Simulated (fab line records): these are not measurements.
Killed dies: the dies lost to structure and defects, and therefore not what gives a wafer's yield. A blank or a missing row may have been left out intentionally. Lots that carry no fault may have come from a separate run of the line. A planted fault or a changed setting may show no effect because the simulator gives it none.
fab line records -- flow ritCmos
[record] lots = 13, wafers = 39, lastDay = 7
route steps=202 shown GATE@93 NSD@140 PSD@145 M1@202
lots with no fault: from the same line, run without faults
startH: the number of hours between the record's first day and the start of the first shown wafer of the lot -- waitH: hours elapsed since this lot's preceding step -- " unchanged from the row above -- L1.1+2: one row covering several wafers at once -- - no value, or no start given -- * or withheld: withheld -- < > ~ a bound
route shown NAME@n: a module of which the file shows steps, and the number in the route of the first -- usual: mean/standard deviation taken from wafers without a fault -- same: alike in all rows -- chamber/n: place in a boat -- sites: per-site readings -- _std_site: standard deviation of those values -- _edge_site: outer sites' mean less inner sites' -- radiusMm: how far each site lies from the wafer's centre -- mask NAME#n: copy n -- behind: the most recent tool/chamber to have shaped the wafer -- hold: the reason the lot was held/the length of the hold in hours/how it ended -- device: whichever transistor did not switch (one of n, p or np) -- end of line: the same wafers' tests at the end of the route -- a step given without rows: its recipe and nothing more -- killed: the dies lost at the first sort to structure and to defects; this is not the yield of the wafer -- map: per-die view of a wafer (x killed, . not killed, _ where there is no die)
set.NAME: the setting as run; set.NAME@STEP: as run at that earlier step -- model.NAME: the simulator's own value behind a step, which no gauge read
steps of the route over a sample of lots; a table a step, a row a wafer
services: the hour from which a tool's chamber was out of use, counted from the record's first day as startH (under 0 if before that day), plus the number of hours and why
[[steps]]
[step RIT_GATE_OVL_MEAS_17]
[usual] GATE_OVL = -0.4/1.2
lot.wafer,tool,chamber,startH,waitH,GATE_OVL[nm]
L661.2,overlay-02,-,47.42,0.1,1.0
L661.5,overlay-02,-,47.42,0.1,-1.0
L661.6,overlay-02,-,47.42,0.1,0.7
L662.1,overlay-02,-,57.85,0.1,0.5
L662.5,overlay-02,-,57.85,0.1,-0.5
L662.6,overlay-02,-,57.85,0.1,-1.3
L668.1,overlay-01,-,82.44,0.1,-2.1
L668.4,overlay-01,-,82.44,0.1,-2.7
L668.6,overlay-01,-,82.44,0.1,-0.4
L669.3,overlay-01,-,90.90,0.1,-1.4
L669.5,overlay-01,-,90.90,0.1,-1.4
L669.6,overlay-01,-,90.90,0.1,-2.3
L670.1,overlay-01,-,94.11,0.1,1.5
L670.2,overlay-01,-,94.11,0.1,1.3
L670.4,overlay-01,-,94.11,0.1,1.0
L671.1,overlay-01,-,101.25,0.1,-1.8
L671.2,overlay-01,-,101.25,0.1,1.4
L671.5,overlay-01,-,101.25,0.1,0.9
L672.1,overlay-01,-,106.20,0.1,-0.6
L672.4,overlay-01,-,106.20,0.1,-2.5
L672.6,overlay-01,-,106.20,0.1,-1.1
L673.2,overlay-02,-,109.50,0.1,-2.8
L673.3,overlay-02,-,109.50,0.1,-0.8
L673.5,overlay-02,-,109.50,0.1,-2.6
L675.1,overlay-02,-,117.69,0.1,-0.4
L675.4,overlay-02,-,117.69,0.1,-2.7
L675.5,overlay-02,-,117.69,0.1,-0.5
L676.1,overlay-01,-,122.72,0.1,-0.2
L676.2,overlay-01,-,122.72,0.1,1.0
L676.6,overlay-01,-,122.72,0.1,-1.4
L677.2,overlay-02,-,129.93,0.1,-0.7
L677.3,overlay-02,-,129.93,0.1,0.6
L677.5,overlay-02,-,129.93,0.1,-0.4
L682.1,overlay-01,-,154.64,0.1,-1.3
L682.2,overlay-01,-,154.64,0.1,-3.0
L682.5,overlay-01,-,154.64,0.1,-0.9
L683.2,overlay-01,-,157.56,0.1,-1.0
L683.3,overlay-01,-,157.56,0.1,0.5
L683.4,overlay-01,-,157.56,0.1,1.7
[step RIT_GATE_CD_MEAS_90]
[recipe] targetCdNm = 150
[usual] cdNm = 149.3/2.4
lot.wafer,tool,chamber,startH,waitH,cdNm
L661.2,cdSem-02,-,47.91,0.1,149.1
L661.5,cdSem-02,-,47.91,0.1,151.6
L661.6,cdSem-02,-,47.91,0.1,151.8
L662.1,cdSem-02,-,58.31,0.1,152.3
L662.5,cdSem-02,-,58.31,0.1,151.7
L662.6,cdSem-02,-,58.31,0.1,149.2
L668.1,cdSem-02,-,82.91,0.1,149.2
L668.4,cdSem-02,-,82.91,0.1,147.0
L668.6,cdSem-02,-,82.91,0.1,145.8
L669.3,cdSem-02,-,91.40,0.1,146.1
L669.5,cdSem-02,-,91.40,0.1,146.5
L669.6,cdSem-02,-,91.40,0.1,147.4
L670.1,cdSem-01,-,94.58,0.1,151.1
L670.2,cdSem-01,-,94.58,0.1,149.2
L670.4,cdSem-01,-,94.58,0.1,147.6
L671.1,cdSem-01,-,101.72,0.1,148.5
L671.2,cdSem-01,-,101.72,0.1,150.4
L671.5,cdSem-01,-,101.72,0.1,150.2
L672.1,cdSem-01,-,106.67,0.1,145.2
L672.4,cdSem-01,-,106.67,0.1,146.8
L672.6,cdSem-01,-,106.67,0.1,144.8
L673.2,cdSem-01,-,109.99,0.1,151.4
L673.3,cdSem-01,-,109.99,0.1,152.3
L673.5,cdSem-01,-,109.99,0.1,151.7
L675.1,cdSem-02,-,118.16,0.1,149.1
L675.4,cdSem-02,-,118.16,0.1,150.8
L675.5,cdSem-02,-,118.16,0.1,148.9
L676.1,cdSem-02,-,123.18,0.1,154.9
L676.2,cdSem-02,-,123.18,0.1,152.0
L676.6,cdSem-02,-,123.18,0.1,152.5
L677.2,cdSem-02,-,130.41,0.1,149.5
L677.3,cdSem-02,-,130.41,0.1,148.9
L677.5,cdSem-02,-,130.41,0.1,151.6
L682.1,cdSem-01,-,155.11,0.1,146.7
L682.2,cdSem-01,-,155.11,0.1,145.4
L682.5,cdSem-01,-,155.11,0.1,148.2
L683.2,cdSem-02,-,158.04,0.1,152.7
L683.3,cdSem-02,-,158.04,0.1,154.6
L683.4,cdSem-02,-,158.04,0.1,153.3
[step RIT_NSD_STRIP_09]
[recipe] chemistry = O2, timeS = 180, resist = NOVOLAK, platenTempC = withheld, powerW = 500, pressureMtorr = 4000, o2FlowSccm = 4000
[usual] drypumpMotorCurrentA = 5.8/0.42
lot.wafer,tool,chamber,startH,waitH,drypumpMotorCurrentA,rfHoursCounterH
L661.2,plasmaAsher-04,1,61.84,0.1,5.8,43
L661.5,plasmaAsher-04,1,61.84,0.1,5.7,-
L661.6,plasmaAsher-04,0,61.84,0.1,6.4,-
L662.1,plasmaAsher-01,0,68.83,0.1,5.3,43
L662.5,plasmaAsher-01,1,68.83,0.1,6.1,-
L662.6,plasmaAsher-01,0,68.83,0.1,5.3,-
L668.1,plasmaAsher-03,0,95.31,0.1,5.8,41
L668.4,plasmaAsher-03,0,95.31,0.1,5.8,-
L668.6,plasmaAsher-03,1,95.31,0.1,5.2,-
L669.3,plasmaAsher-04,0,103.37,0.1,6.4,-
L669.5,plasmaAsher-04,1,103.37,0.1,5.7,-
L669.6,plasmaAsher-04,0,103.37,0.1,6.4,-
L670.1,plasmaAsher-01,1,104.88,0.1,6.1,46
L670.2,plasmaAsher-01,0,104.88,0.1,5.2,46
L670.4,plasmaAsher-01,1,104.88,0.1,6.1,-
L671.1,plasmaAsher-03,1,112.76,0.1,5.2,42
L671.2,plasmaAsher-03,0,112.76,0.1,5.8,42
L671.5,plasmaAsher-03,1,112.76,0.1,5.2,-
L672.1,plasmaAsher-01,0,118.76,0.1,5.2,0
L672.4,plasmaAsher-01,1,118.76,0.1,6.1,-
L672.6,plasmaAsher-01,1,118.76,0.1,6.1,-
L673.2,plasmaAsher-03,0,121.37,0.1,5.8,44
L673.3,plasmaAsher-03,1,121.37,0.1,5.2,-
L673.5,plasmaAsher-03,0,121.37,0.1,5.8,-
L675.1,plasmaAsher-04,1,128.61,0.1,5.8,51
L675.4,plasmaAsher-04,1,128.61,0.1,5.8,-
L675.5,plasmaAsher-04,0,128.61,0.1,6.4,-
L676.1,plasmaAsher-04,1,133.82,0.1,5.7,52
L676.2,plasmaAsher-04,0,133.82,0.1,6.4,52
L676.6,plasmaAsher-04,0,133.82,0.1,6.4,-
L677.2,plasmaAsher-04,1,141.51,0.1,5.7,53
L677.3,plasmaAsher-04,0,141.51,0.1,6.4,-
L677.5,plasmaAsher-04,0,141.51,0.1,6.4,-
L682.1,plasmaAsher-01,0,165.64,0.1,5.2,4
L682.2,plasmaAsher-01,1,165.64,0.1,6.1,4
L682.5,plasmaAsher-01,1,165.64,0.1,6.1,-
L683.2,plasmaAsher-03,1,168.05,0.1,5.2,49
L683.3,plasmaAsher-03,0,168.05,0.1,5.8,-
L683.4,plasmaAsher-03,1,168.05,0.1,5.2,-
[step RIT_PSD_EXPOSE_03]
[recipe] maskId = M10, na = 0.57, targetCdNm = 40900, doseMj = 250
[usual] exposureDoseMJCm2 = 250.00/0.25
[same] na = 0.57
lot.wafer,tool,chamber,startH,waitH,mask,exposureDoseMJCm2
L661.2,ilineStepper-02,0,62.67,0.2,M10#0,250.38
L661.5,ilineStepper-02,0,62.67,0.2,M10#0,249.89
L661.6,ilineStepper-02,0,62.67,0.2,M10#0,249.96
L662.1,ilineStepper-02,0,69.51,0.1,M10#0,249.67
L662.5,ilineStepper-02,0,69.51,0.1,M10#0,250.37
L662.6,ilineStepper-02,0,69.51,0.1,M10#0,249.90
L668.1,ilineStepper-02,0,96.12,0.1,M10#0,249.75
L668.4,ilineStepper-02,0,96.12,0.1,M10#0,249.51
L668.6,ilineStepper-02,0,96.12,0.1,M10#0,249.48
L669.3,ilineStepper-02,0,104.03,0.1,M10#0,249.74
L669.5,ilineStepper-02,0,104.03,0.1,M10#0,249.61
L669.6,ilineStepper-02,0,104.03,0.1,M10#0,249.81
L670.1,ilineStepper-02,0,105.56,0.1,M10#0,250.31
L670.2,ilineStepper-02,0,105.56,0.1,M10#0,249.86
L670.4,ilineStepper-02,0,105.56,0.1,M10#0,249.82
L671.1,ilineStepper-02,0,113.51,0.2,M10#0,250.06
L671.2,ilineStepper-02,0,113.51,0.2,M10#0,249.89
L671.5,ilineStepper-02,0,113.51,0.2,M10#0,249.94
L672.1,ilineStepper-01,0,119.57,0.2,M10#0,249.66
L672.4,ilineStepper-01,0,119.57,0.2,M10#0,249.87
L672.6,ilineStepper-01,0,119.57,0.2,M10#0,249.96
L673.2,ilineStepper-01,0,122.08,0.1,M10#0,250.09
L673.3,ilineStepper-01,0,122.08,0.1,M10#0,250.30
L673.5,ilineStepper-01,0,122.08,0.1,M10#0,250.39
L675.1,ilineStepper-02,0,129.42,0.2,M10#0,250.19
L675.4,ilineStepper-02,0,129.42,0.2,M10#0,250.15
L675.5,ilineStepper-02,0,129.42,0.2,M10#0,249.72
L676.1,ilineStepper-01,0,134.51,0.1,M10#0,249.83
L676.2,ilineStepper-01,0,134.51,0.1,M10#0,250.16
L676.6,ilineStepper-01,0,134.51,0.1,M10#0,249.97
L677.2,ilineStepper-01,0,142.21,0.1,M9#0,250.13
L677.3,ilineStepper-01,0,142.21,0.1,M9#0,250.08
L677.5,ilineStepper-01,0,142.21,0.1,M9#0,250.25
L682.1,ilineStepper-01,0,166.45,0.2,M10#0,250.64
L682.2,ilineStepper-01,0,166.45,0.2,M10#0,250.40
L682.5,ilineStepper-01,0,166.45,0.2,M10#0,250.06
L683.2,ilineStepper-01,0,168.75,0.1,M10#0,249.93
L683.3,ilineStepper-01,0,168.75,0.1,M10#0,250.32
L683.4,ilineStepper-01,0,168.75,0.1,M10#0,250.23
[step RIT_PSD_OVL_MEAS_06]
[usual] PSD_OVL = 0.2/1.1
lot.wafer,tool,chamber,startH,waitH,PSD_OVL[nm]
L661.2,overlay-01,-,63.06,-,-1.0
L661.5,overlay-01,-,63.06,-,-0.6
L661.6,overlay-01,-,63.06,-,0.4
L662.1,overlay-01,-,69.91,-,1.6
L662.5,overlay-01,-,69.91,-,0.3
L662.6,overlay-01,-,69.91,-,1.0
L668.1,overlay-02,-,96.52,-,0.7
L668.4,overlay-02,-,96.52,-,0.7
L668.6,overlay-02,-,96.52,-,0.1
L669.3,overlay-02,-,104.40,-,1.3
L669.5,overlay-02,-,104.40,-,2.5
L669.6,overlay-02,-,104.40,-,1.6
L670.1,overlay-02,-,105.96,-,-0.7
L670.2,overlay-02,-,105.96,-,-0.5
L670.4,overlay-02,-,105.96,-,-0.1
L671.1,overlay-02,-,113.91,-,0.0
L671.2,overlay-02,-,113.91,-,-2.5
L671.5,overlay-02,-,113.91,-,-0.4
L672.1,overlay-01,-,119.98,-,1.4
L672.4,overlay-01,-,119.98,-,2.3
L672.6,overlay-01,-,119.98,-,1.8
L673.2,overlay-02,-,122.46,-,-1.6
L673.3,overlay-02,-,122.46,-,0.6
L673.5,overlay-02,-,122.46,-,1.1
L675.1,overlay-01,-,129.83,-,0.0
L675.4,overlay-01,-,129.83,-,0.9
L675.5,overlay-01,-,129.83,-,-0.3
L676.1,overlay-01,-,134.91,-,-1.8
L676.2,overlay-01,-,134.91,-,-1.3
L676.6,overlay-01,-,134.91,-,-1.5
L677.2,overlay-02,-,142.85,-,-
L677.3,overlay-02,-,142.85,-,-
L677.5,overlay-02,-,142.85,-,-
L682.1,overlay-01,-,166.85,-,0.2
L682.2,overlay-01,-,166.85,-,0.6
L682.5,overlay-01,-,166.85,-,0.8
L683.2,overlay-02,-,169.14,-,-0.7
L683.3,overlay-02,-,169.14,-,0.1
L683.4,overlay-02,-,169.14,-,1.0
[step RIT_PSD_TW_MEAS_10]
[usual] PSD_TW = 3440/20
lot.wafer,tool,chamber,startH,waitH,PSD_TW
L661.2,filmMetro-04,-,63.58,0.1,3437
L661.5,filmMetro-04,-,63.58,0.1,3447
L661.6,filmMetro-04,-,63.58,0.1,3446
L662.1,filmMetro-04,-,70.42,0.1,3442
L662.5,filmMetro-04,-,70.42,0.1,3461
L662.6,filmMetro-04,-,70.42,0.1,3450
L668.1,filmMetro-04,-,97.03,0.1,3462
L668.4,filmMetro-04,-,97.03,0.1,3473
L668.6,filmMetro-04,-,97.03,0.1,3488
L669.3,filmMetro-03,-,104.92,0.1,3427
L669.5,filmMetro-03,-,104.92,0.1,3409
L669.6,filmMetro-03,-,104.92,0.1,3434
L670.1,filmMetro-04,-,106.47,0.1,3460
L670.2,filmMetro-04,-,106.47,0.1,3473
L670.4,filmMetro-04,-,106.47,0.1,3467
L671.1,filmMetro-02,-,114.42,0.1,3422
L671.2,filmMetro-02,-,114.42,0.1,3407
L671.5,filmMetro-02,-,114.42,0.1,3406
L672.1,filmMetro-04,-,120.49,0.1,3432
L672.4,filmMetro-04,-,120.49,0.1,3434
L672.6,filmMetro-04,-,120.49,0.1,3455
L673.2,filmMetro-02,-,122.98,0.1,3435
L673.3,filmMetro-02,-,122.98,0.1,3450
L673.5,filmMetro-02,-,122.98,0.1,3423
L675.1,filmMetro-04,-,130.34,0.1,3444
L675.4,filmMetro-04,-,130.34,0.1,3447
L675.5,filmMetro-04,-,130.34,0.1,3459
L676.1,filmMetro-03,-,135.42,0.1,3454
L676.2,filmMetro-03,-,135.42,0.1,3444
L676.6,filmMetro-03,-,135.42,0.1,3433
L677.2,filmMetro-02,-,143.37,0.1,30
L677.3,filmMetro-02,-,143.37,0.1,30
L677.5,filmMetro-02,-,143.37,0.1,30
L682.1,filmMetro-04,-,167.36,0.1,3443
L682.2,filmMetro-04,-,167.36,0.1,3442
L682.5,filmMetro-04,-,167.36,0.1,3442
L683.2,filmMetro-02,-,169.65,0.1,3434
L683.3,filmMetro-02,-,169.65,0.1,3450
L683.4,filmMetro-02,-,169.65,0.1,3433
[step RIT_M1_PROBE_99]
[usual] killedAtContacts = 0.0/0.22, killedAtFrontEnd = 6.5/2.8, killedDies = 6.5/2.8, killedOnRim = 1.7/1.3, killedOpen = 3.2/1.8, killedShort = 3.3/2
[same] grossDies = 264, killed_at_M0_to_M3 = 0, killed_at_M4_up = 0, killedAtBackSide = 0, killedAtOther = 0
lot.wafer,tool,chamber,startH,waitH,killedAtContacts,killedAtFrontEnd,killedDies,killedOnRim,killedOpen,killedShort
L661.2,prober-02,-,71.76,0.1,0,5,5,1,0,5
L661.5,prober-02,-,71.91,0.2,0,4,4,1,1,3
L661.6,prober-02,-,71.96,0.2,0,6,6,3,1,5
L662.1,prober-01,-,78.41,0.1,0,7,7,3,5,2
L662.5,prober-01,-,78.61,0.2,0,4,4,1,2,2
L662.6,prober-01,-,78.66,0.2,0,8,8,1,4,4
L668.1,prober-01,-,104.75,0.1,0,8,8,2,6,2
L668.4,prober-01,-,104.90,0.2,0,10,10,3,6,4
L668.6,prober-01,-,105.00,0.2,0,5,5,0,3,2
L669.3,prober-02,-,112.92,0.2,0,9,9,2,5,4
L669.5,prober-02,-,113.02,0.2,0,4,4,1,2,2
L669.6,prober-02,-,113.07,0.2,0,8,8,2,4,4
L670.1,prober-01,-,114.35,0.1,0,3,3,2,3,0
L670.2,prober-01,-,114.40,0.1,0,6,6,3,4,2
L670.4,prober-01,-,114.50,0.2,1,7,8,3,4,4
L671.1,prober-02,-,122.15,0.1,0,11,11,1,6,5
L671.2,prober-02,-,122.20,0.1,0,5,5,2,2,3
L671.5,prober-02,-,122.35,0.2,0,8,8,1,5,3
L672.1,prober-01,-,128.39,0.1,0,2,2,0,1,1
L672.4,prober-01,-,128.54,0.2,0,5,5,2,2,3
L672.6,prober-01,-,128.64,0.2,0,5,5,3,2,3
L673.2,prober-02,-,131.11,0.1,0,9,9,2,4,5
L673.3,prober-02,-,131.16,0.2,0,2,2,0,2,0
L673.5,prober-02,-,131.26,0.2,0,4,4,0,1,3
L675.1,prober-01,-,138.13,0.1,0,5,5,2,4,1
L675.4,prober-01,-,138.28,0.2,0,6,6,3,2,4
L675.5,prober-01,-,138.33,0.2,0,6,6,1,4,2
L676.1,prober-01,-,143.60,0.1,0,6,6,1,5,1
L676.2,prober-01,-,143.65,0.1,0,6,6,1,2,4
L676.6,prober-01,-,143.85,0.2,0,7,7,2,4,3
L677.2,prober-02,-,151.64,0.1,0,264,264,70,4,4
L677.3,prober-02,-,151.69,0.2,0,264,264,70,5,1
L677.5,prober-02,-,151.79,0.2,0,264,264,70,3,4
L682.1,prober-01,-,175.38,0.1,0,6,6,1,4,2
L682.2,prober-01,-,175.43,0.1,0,6,6,3,4,2
L682.5,prober-01,-,175.58,0.2,0,10,10,3,5,5
L683.2,prober-02,-,177.58,0.1,0,9,9,2,4,5
L683.3,prober-02,-,177.63,0.2,0,0,0,0,0,0
L683.4,prober-02,-,177.68,0.2,0,8,8,0,2,6
// killed by level:class
L661.2 GATE:geometricParticle:short=4 SILICIDE:geometricParticle:short=1
L661.5 GATE:geometricParticle:short=2 FOX1:geometricParticle:short=1 SPACER:geometricParticle:open=1
L661.6 SPACER:geometricParticle:short=2 FOX1:geometricParticle:short=1 GATE:geometricParticle:short=1 GATE:geometricParticle:open=1 REOX:geometricParticle:short=1
L662.1 GATE:geometricParticle:open=3 FOX1:geometricParticle:short=1 REOX:geometricParticle:short=1 SPACER:geometricParticle:open=1 SILICIDE:geometricParticle:open=1
L662.5 FOX1:geometricParticle:short=2 GATE:geometricParticle:open=1 SILICIDE:geometricParticle:open=1
L662.6 GATE:geometricParticle:short=2 ACTIVE:geometricParticle:open=1 FOX1:geometricParticle:open=1 GATE:geometricParticle:open=1 REOX:geometricParticle:short=1 SILICIDE:geometricParticle:short=1 SILICIDE:geometricParticle:open=1
L668.1 GATE:geometricParticle:open=3 FOX1:geometricParticle:open=1 FOX2:geometricParticle:open=1 REOX:geometricParticle:short=1 REOX:geometricParticle:open=1 SPACER:geometricParticle:short=1
L668.4 FOX1:geometricParticle:short=2 GATE:geometricParticle:open=2 SILICIDE:geometricParticle:open=2 FOX1:geometricParticle:open=1 REOX:geometricParticle:short=1 SPACER:geometricParticle:short=1 SPACER:geometricParticle:open=1
L668.6 GATE:geometricParticle:short=2 FOX1:geometricParticle:open=1 GATE:geometricParticle:open=1 REOX:geometricParticle:open=1
L669.3 GATE:geometricParticle:short=4 GATE:geometricParticle:open=3 FOX1:geometricParticle:open=1 SPACER:geometricParticle:open=1
L669.5 GATE:geometricParticle:open=2 GATE:geometricParticle:short=1 SILICIDE:geometricParticle:short=1
L669.6 REOX:geometricParticle:open=3 FOX1:geometricParticle:short=2 FOX1:geometricParticle:open=1 REOX:geometricParticle:short=1 SILICIDE:geometricParticle:short=1
L670.1 FOX1:geometricParticle:open=1 GATE:geometricParticle:open=1 REOX:geometricParticle:open=1
L670.2 SPACER:geometricParticle:open=2 GATE:geometricParticle:short=1 GATE:geometricParticle:open=1 REOX:geometricParticle:short=1 REOX:geometricParticle:open=1
L670.4 REOX:geometricParticle:open=2 FOX1:geometricParticle:open=1 FOX1:geometricParticle:short=1 GATE:geometricParticle:open=1 REOX:geometricParticle:short=1 SPACER:geometricParticle:short=1 CONTACT:geometricParticle:short=1
L671.1 GATE:geometricParticle:open=2 REOX:geometricParticle:short=2 SPACER:geometricParticle:short=2 SPACER:geometricParticle:open=2 FOX1:geometricParticle:open=1 GATE:geometricParticle:short=1 SILICIDE:geometricParticle:open=1
L671.2 SPACER:geometricParticle:open=2 GATE:geometricParticle:short=1 SPACER:geometricParticle:short=1 SILICIDE:geometricParticle:short=1
L671.5 GATE:geometricParticle:short=2 SILICIDE:geometricParticle:open=2 GATE:geometricParticle:open=1 REOX:geometricParticle:open=1 SPACER:geometricParticle:open=1 SPACER:geometricParticle:short=1
L672.1 GATE:geometricParticle:open=1 GATE:geometricParticle:short=1
L672.4 FOX1:geometricParticle:short=2 FOX1:geometricParticle:open=1 GATE:geometricParticle:open=1 REOX:geometricParticle:short=1
L672.6 GATE:geometricParticle:short=1 GATE:geometricParticle:open=1 REOX:geometricParticle:short=1 REOX:geometricParticle:open=1 SILICIDE:geometricParticle:short=1
L673.2 FOX1:geometricParticle:open=3 FOX1:geometricParticle:short=3 GATE:geometricParticle:open=1 GATE:geometricParticle:short=1 SILICIDE:geometricParticle:short=1
L673.3 GATE:geometricParticle:open=1 REOX:geometricParticle:open=1
L673.5 FOX1:geometricParticle:short=2 GATE:geometricParticle:short=1 SILICIDE:geometricParticle:open=1
L675.1 GATE:geometricParticle:open=2 FOX1:geometricParticle:open=1 REOX:geometricParticle:open=1 SILICIDE:geometricParticle:short=1
L675.4 REOX:geometricParticle:short=2 FOX1:geometricParticle:open=1 REOX:geometricParticle:open=1 SPACER:geometricParticle:short=1 SILICIDE:geometricParticle:short=1
L675.5 GATE:geometricParticle:open=2 GATE:geometricParticle:short=2 FOX2:geometricParticle:open=1 SPACER:geometricParticle:open=1
L676.1 GATE:geometricParticle:open=4 GATE:geometricParticle:short=1 SILICIDE:geometricParticle:open=1
L676.2 GATE:geometricParticle:short=4 GATE:geometricParticle:open=1 REOX:geometricParticle:open=1
L676.6 GATE:geometricParticle:open=3 GATE:geometricParticle:short=2 FOX1:geometricParticle:short=1 SILICIDE:geometricParticle:open=1
L677.2 PSD:areaExpose=256 GATE:geometricParticle:open=4 GATE:geometricParticle:short=2 SPACER:geometricParticle:short=1 SILICIDE:geometricParticle:short=1
L677.3 PSD:areaExpose=258 GATE:geometricParticle:open=3 REOX:geometricParticle:open=2 REOX:geometricParticle:short=1
L677.5 PSD:areaExpose=257 REOX:geometricParticle:short=3 GATE:geometricParticle:open=2 FOX1:geometricParticle:short=1 FOX2:geometricParticle:open=1
L682.1 FOX1:geometricParticle:open=2 GATE:geometricParticle:short=1 REOX:geometricParticle:open=1 SPACER:geometricParticle:open=1 SPACER:geometricParticle:short=1
L682.2 FOX1:geometricParticle:open=3 GATE:geometricParticle:short=2 REOX:geometricParticle:open=1
L682.5 SILICIDE:geometricParticle:open=3 REOX:geometricParticle:short=2 SPACER:geometricParticle:short=2 GATE:geometricParticle:open=1 GATE:geometricParticle:short=1 SPACER:geometricParticle:open=1
L683.2 GATE:geometricParticle:short=4 SILICIDE:geometricParticle:open=2 GATE:geometricParticle:open=1 REOX:geometricParticle:open=1 SPACER:geometricParticle:short=1
L683.3
L683.4 GATE:geometricParticle:short=2 REOX:geometricParticle:short=2 FOX2:geometricParticle:short=1 FOX2:geometricParticle:open=1 REOX:geometricParticle:open=1 SPACER:geometricParticle:short=1
[[services]]
tool,chamber,startH,hours,kind
ilineStepper-01,-,43.35,1.9,repair
plasmaAsher-01,-,75.98,2.8,pm
ilineStepper-01,-,88.92,28.9,pm
plasmaAsher-03,-,102.96,1.5,repair
plasmaAsher-01,-,108.75,9.0,pm
plasmaAsher-01,0,108.75,9.0,ventCycle
plasmaAsher-01,1,108.75,9.0,ventCycle
plasmaAsher-01,0,117.75,-,clean
plasmaAsher-01,1,117.75,-,clean
plasmaAsher-01,-,123.57,7.8,repair
[[key]]
[firstSign] step = RIT_PSD_EXPOSE_03, reading = mask, direction = changed
[effect] step = RIT_PSD_OVL_MEAS_06, reading = PSD_OVL, direction = missing
[effect] step = RIT_PSD_TW_MEAS_10, reading = PSD_TW, direction = down, sigmas = 99+, usual = 3440, struck = 30
[effect] step = RIT_M1_PROBE_99, reading = killedAtFrontEnd, direction = up, sigmas = 94, usual = 6.5, struck = 264
[moreKillsBornAt] RIT_PSD_EXPOSE_03@ilineStepper-01 = 771
metAt RIT_PSD_EXPOSE_03
struckLots L677
testerLeftOut L677
notActingAt RIT_GATE_OVL_MEAS_17,RIT_GATE_CD_MEAS_90,RIT_NSD_STRIP_09
onsetBetween 134.51 142.21
[fault] kind = wrongMask, tool = any, chamber = -, onsetH = 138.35, steps = RIT_PSD_EXPOSE_03, auxCopy = M9#0, scope = struckLotsOnly
// testerLeftOut: of these lots the tester's yield and bins aren't shown, on N5 and GAA mostly nor the transistor test; their killed dies are dies lost to structure and defects alone, not to doping, threshold or leakage, so they don't give the yield
